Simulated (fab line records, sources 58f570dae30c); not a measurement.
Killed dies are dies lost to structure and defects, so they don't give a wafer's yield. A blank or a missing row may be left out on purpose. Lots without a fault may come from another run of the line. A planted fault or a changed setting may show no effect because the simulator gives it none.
One fault seen from 2 desks | flow berkeley_cmos170 | each desk has only its own numbers; what lay behind them comes last

THE METROLOGY DESK
What the gauges read, lot by lot, whatever tool the lot ran on: means of the sampled wafers that have a number. A lot is out of limits, marked OUT, if its mean lies more than 4 standard deviations from the usual mean; the brackets give that distance.
Columns: A = NSD_RS at UCB170_SDANNEAL_RS_MEAS_03, usual 37.62 ohm/sq; B = SILICIDE_TI_RS at UCB170_SILICIDE_RS_MEAS_02, usual 25.9 ohm/sq
lot  | first seen here | A     | B
L380 | day 8 04:49     | 37.48 | 25.9
L381 | day 8 05:16     | 37.69 | 25.9
L383 | day 8 21:15     | 37.70 | 25.3
L384 | day 8 22:17     | 37.63 | 25.8
L387 | day 9 17:19     | 37.67 | 25.7
L389 | day 10 13:52    | 37.68 | 25.7
L391 | day 10 13:56    | 37.63 | 26.5
L392 | day 10 14:28    | 37.52 | 26.1
L398 | day 11 15:52    | 37.54 | 26.3
L396 | day 11 16:11    | 37.62 | 26.5
L399 | day 12 22:43    | 37.70 | 25.9
L402 | day 12 22:49    | 37.59 | 26.2
L401 | day 12 23:12    | 37.63 | 26.0
L403 | day 14 01:59    | 37.68 | 25.8
This desk's finding: nothing out of limits on any of the 14 lots.

THE TOOL OWNER'S DESK: rie_metal-02
The tool's own readings at UCB170_M1_METAL_ETCH_12 (etches Al in Cl2/BCl3, stops on PSG, target depth 780 nm, time 130 s): means of the sampled wafers that have a number, for each lot that ran on this tool. A lot is out of limits, marked OUT, if its mean lies more than 4 standard deviations from the usual mean; the brackets give that distance.
Columns: A = bias_w at UCB170_M1_METAL_ETCH_12, usual 120.0 W; B = drypump_motor_current_A at UCB170_M1_METAL_ETCH_12, usual 5.8 A; C = oes_product_au at UCB170_M1_METAL_ETCH_12, usual 0.854 a.u.; D = throttle_valve_pct at UCB170_M1_METAL_ETCH_12, usual 24.5 %
lot  | first seen here | A               | B   | C     | D
L381 | day 8 13:05     | 119.9           | 5.3 | 0.871 | 24.4
L384 | day 9 05:06     | 119.9           | 4.8 | 0.837 | 24.2
L387 | day 10 00:22    | 133.6 (+40) OUT | 5.0 | 0.853 | 24.3
L389 | day 10 22:53    | 148.2 (+83) OUT | 5.1 | 0.853 | 24.4
This desk's finding: out of limits on L387, L389; first on L387, day 10 00:22 (bias_w at UCB170_M1_METAL_ETCH_12). In limits: L381, L384.

PUT TOGETHER
The tool owner's desk could have raised an alarm at day 10 00:22, on L387, L389.
The metrology desk saw nothing out of limits.
The metrology desk has L387, L389 on record, within its limits.
Of the lots named, all ran UCB170_M1_METAL_ETCH_12 on rie_metal-02.

WHAT THE SIMULATOR HAD PUT IN
Process parameter drift: rie_metal-02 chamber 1, from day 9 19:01 on, at UCB170_M1_METAL_ETCH_12. Setting bias_w, moved by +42, from 120. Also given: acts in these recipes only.
Lots struck among those shown: L387, L389.
Hours from the fault's start to each desk's first reading out of limits: the tool owner's desk, 5.
